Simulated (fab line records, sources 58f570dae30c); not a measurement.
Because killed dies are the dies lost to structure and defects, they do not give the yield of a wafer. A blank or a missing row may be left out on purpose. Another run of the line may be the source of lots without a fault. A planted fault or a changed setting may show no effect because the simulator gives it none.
Code-filled problem report in 8D (eight disciplines) form | flow berkeleyCmos170 | the parts of the form that need people (team, actions taken, sign-off) are left out

## 1. WHAT IS WRONG
Mean PVT_TW at UCB170_PVT_TW_MEAS_09: 422.9 over 6 wafers in 2 lots; fault-free wafers: 510.8, standard deviation 2.9. Relative to the usual mean, that is a shift of -30 standard deviations.
First observed at day 9 10:13: wafer L421.1, on filmMetro-03. At this step, 42 wafers from 14 lots have a number in the record. Rule for "out", or "out of limits": more than 4 standard deviations from the usual mean. All remaining wafers that have a number are taken as sound.

## 2. WHAT IT IS, AND WHAT IT ISN'T
question                    | is                     | is not
which readings at this step | PVT_TW                 | -
which lots                  | L420, L421             | L403, L404, L405, L406, L409, L410, L411, L412, L413, L416, L424, L425
which wafers of those lots  | all that have a number | -
read on which gauges        | filmMetro-03           | filmMetro-01, filmMetro-04
when                        | from day 9 10:13       | up to then (30 sound wafers); but 6 sound wafers of L424, L425 came after

## 3. SUSPECTS, AND WHAT RULES EACH OUT
Counting: a tool stays on the suspect list if, at a process step up to the reading, it processed all lots that are out and no sound lot following the first of them.
- ruled out: the gauge at UCB170_PVT_TW_MEAS_09. All the wafers that are out were read on filmMetro-03, but those of them that UCB170_PVT_IMPLANT_07 has rows for are out there too, on other tools.
- implanter-01 at UCB170_PVT_IMPLANT_07: kept. It ran every lot that is out, first L421 (day 9 09:58), and no sound lot after that; its last sound lot up to then is L413 (day 8 06:43). Out on those wafers are its own readings of doseIonsCm2, faradayCurrentUA.
Remaining after the count: implanter-01 at UCB170_PVT_IMPLANT_07.

## 4. THE CAUSE (what the simulator had put in)
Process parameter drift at UCB170_PVT_IMPLANT_07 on implanter-01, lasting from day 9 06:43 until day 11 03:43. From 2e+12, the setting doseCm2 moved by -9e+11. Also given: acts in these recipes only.
This tool alone remained once counting was done.

## 5. SEQUENCE OF EFFECTS, ordered by route
One row per reading whose mean, taken over the struck wafers that have a number, lies over 3 standard deviations from the usual. Scope: only readings with a usual standard deviation given in the record; hours: median across lots of the time from each lot's start at the first step in this table that gives one to its start at this step; sigmas: change in usual standard deviations.
hours | step                  | reading          | usual | on struck wafers | change | sigmas
0     | UCB170_PVT_IMPLANT_07 | doseIonsCm2      | 2e+12 | 1e+12            | -9e+11 | -99 or more
0     | UCB170_PVT_IMPLANT_07 | faradayCurrentUA | 6.34  | 3.49             | -2.85  | -22
0     | UCB170_PVT_TW_MEAS_09 | PVT_TW           | 510.8 | 422.9            | -87.9  | -30
Process steps it contains:
- UCB170_PVT_IMPLANT_07

## 6. HOW IT WOULD HAVE BEEN CAUGHT EARLIER
The first out-of-limits reading at a measuring or inspecting step in this record came at day 9 10:13, 4 hours after the fault's start at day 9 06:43.
Tool's own readings at UCB170_PVT_IMPLANT_07, doseIonsCm2, faradayCurrentUA: out on all struck wafers the step has rows for; an alarm limit on them would have tripped on the first.
Lots out: 2; of these, L420 started UCB170_PVT_IMPLANT_07 on implanter-01 after day 9 10:13. Holding the tool at that time would have saved it.
